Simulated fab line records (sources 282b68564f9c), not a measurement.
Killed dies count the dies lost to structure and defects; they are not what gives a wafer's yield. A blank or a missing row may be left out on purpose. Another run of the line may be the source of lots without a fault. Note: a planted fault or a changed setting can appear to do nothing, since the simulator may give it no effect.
fab line records    flow rit-cmos
[record] lots = 14  wafers = 42  last-day = 7
route steps=202 shown REOX@102 M1@202
lots that met no fault: from a run of the same line without faults
start-h: the number of hours between the record's first day and the start of the first shown wafer of the lot    wait-h: time in hours since the lot's previous step    " repeats the value in the row above    L1.1+2: several wafers, shown together as one row    - no value, or no start given    * or withheld: withheld    < > ~ a bound
route shown NAME@n: a module of which the file shows steps, and the number in the route of the first    usual: mean/standard deviation taken from wafers without a fault    same: alike in all rows    chamber/n: place in a boat    sites: per-site readings    _std_site: standard deviation of those values    _edge_site: outer sites' mean less inner sites'    radius-mm: how far each site lies from the wafer's centre    mask NAME#n: copy n    behind: the last tool/chamber to shape the wafer    hold: why the lot went on hold/how many hours it stayed there/how the hold came to an end    device: which transistor (n, p or np) failed to switch    end of line: the route-end tests of the same wafers    a step with no rows: only its recipe    killed: at the first sort, the dies lost to defects and structure; wafer yield is something else    map: per-die view of a wafer (x killed, . not killed, _ where there is no die)
set.NAME: the setting as run; set.NAME@STEP: as run at that earlier step    model.NAME: the simulator's own value behind a step, which no gauge read
one table for each step of the route and one row for each wafer, over a sample of lots
[[steps]]
[step RIT_REOX_THK_MEAS_04]
[recipe] reads = SiO2_of_REOX_OXIDATION_03
[usual] REOX_OXIDE_THK = 25.2/0.47
lot.wafer  tool           chamber  start-h  wait-h  REOX_OXIDE_THK[nm]
L822.1     film-metro-02  -        41.43    0.0     25.2
L822.4     "              -        "        "       25.5
L822.5     "              -        "        "       25.6
L823.1     film-metro-04  -        48.33    0.0     24.3
L823.2     "              -        "        "       24.2
L823.5     "              -        "        "       24.4
L824.3     film-metro-04  -        50.90    0.0     24.8
L824.4     "              -        "        "       24.9
L824.6     "              -        "        "       24.5
L825.1     film-metro-04  -        55.80    0.0     26.0
L825.3     "              -        "        "       26.0
L825.4     "              -        "        "       26.2
L826.2     film-metro-02  -        61.17    0.0     25.5
L826.5     "              -        "        "       26.0
L826.6     "              -        "        "       25.6
L827.1     film-metro-04  -        66.70    0.0     25.5
L827.2     "              -        "        "       25.1
L827.5     "              -        "        "       25.3
L828.3     film-metro-02  -        72.08    0.0     24.6
L828.5     "              -        "        "       24.4
L828.6     "              -        "        "       24.8
L834.2     film-metro-04  -        101.56   0.0     27.4
L834.4     "              -        "        "       27.8
L834.5     "              -        "        "       27.6
L835.2     film-metro-04  -        106.06   0.0     27.9
L835.3     "              -        "        "       28.2
L835.6     "              -        "        "       27.6
L841.1     film-metro-02  -        134.74   0.0     25.5
L841.2     "              -        "        "       25.1
L841.4     "              -        "        "       25.6
L842.1     film-metro-02  -        139.90   0.0     24.6
L842.4     "              -        "        "       24.9
L842.6     "              -        "        "       24.4
L843.1     film-metro-02  -        146.21   0.0     25.0
L843.2     "              -        "        "       24.6
L843.5     "              -        "        "       25.2
L844.1     film-metro-01  -        149.93   0.0     25.5
L844.4     "              -        "        "       26.0
L844.6     "              -        "        "       25.7
L845.2     film-metro-01  -        154.90   0.0     26.2
L845.4     "              -        "        "       25.5
L845.6     "              -        "        "       25.6
[step RIT_M1_PROBE_99]
[usual] killed_at_M0_to_M3 = 0.0/0.14  killed-at-contacts = 0.0/0.22  killed-at-front-end = 6.9/3  killed-dies = 6.9/3  killed-open = 3.5/2  killed-short = 3.4/2.1
[same] gross-dies = 264  killed_at_M4_up = 0  killed-at-back-side = 0  killed-at-other = 0
lot.wafer  tool       chamber  start-h  wait-h  killed_at_M0_to_M3  killed-at-contacts  killed-at-front-end  killed-dies  killed-open  killed-short
L822.1     prober-01  -        59.19    0.1     1                   0                   5                    6            5            1
L822.4     prober-01  -        59.34    0.2     0                   0                   7                    7            1            6
L822.5     prober-01  -        59.39    0.2     0                   0                   9                    9            6            3
L843.1     prober-02  -        162.84   0.1     0                   0                   7                    7            3            4
L843.2     prober-02  -        162.89   0.1     0                   0                   7                    7            5            2
L843.5     prober-02  -        163.04   0.2     0                   0                   6                    6            3            3
// killed by level:class
L822.1 GATE:geometric-particle:open=3 SPACER:geometric-particle:open=1 SILICIDE:geometric-particle:open=1 M1:geometric-particle:short=1
L822.4 GATE:geometric-particle:short=2 FOX1:geometric-particle:short=1 FOX2:geometric-particle:short=1 GATE:geometric-particle:open=1 REOX:geometric-particle:short=1 SILICIDE:geometric-particle:short=1
L822.5 GATE:geometric-particle:short=3 FOX1:geometric-particle:open=2 FOX2:geometric-particle:open=1 GATE:geometric-particle:open=1 REOX:geometric-particle:open=1 SPACER:geometric-particle:open=1
L843.1 FOX1:geometric-particle:open=3 FOX1:geometric-particle:short=1 GATE:geometric-particle:short=1 REOX:geometric-particle:short=1 SILICIDE:geometric-particle:short=1
L843.2 GATE:geometric-particle:open=2 FOX1:geometric-particle:open=1 REOX:geometric-particle:short=1 REOX:geometric-particle:open=1 SPACER:geometric-particle:open=1 SPACER:geometric-particle:short=1
L843.5 GATE:geometric-particle:open=3 GATE:geometric-particle:short=2 REOX:geometric-particle:short=1
[[key]]
[first-sign] step = RIT_REOX_THK_MEAS_04  reading = REOX_OXIDE_THK  direction = up  sigmas = 5.4  usual = 25.2  struck = 27.8
effect none on later readings
met-at RIT_REOX_THK_MEAS_04
struck-lots L834,L835
tester-left-out L834,L835
onset-between 66.70 101.56
[fault] kind = metrology-matching-offset  tool = film-metro-04  chamber = -  onset-h = 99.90  steps = RIT_REOX_THK_MEAS_04  param = thk-nm  offset = 2.1259
// tester-left-out: of these lots the tester's yield and bins aren't shown, on N5 and GAA mostly nor the transistor test; their killed dies are dies lost to structure and defects alone, not to doping, threshold or leakage, so they don't give the yield
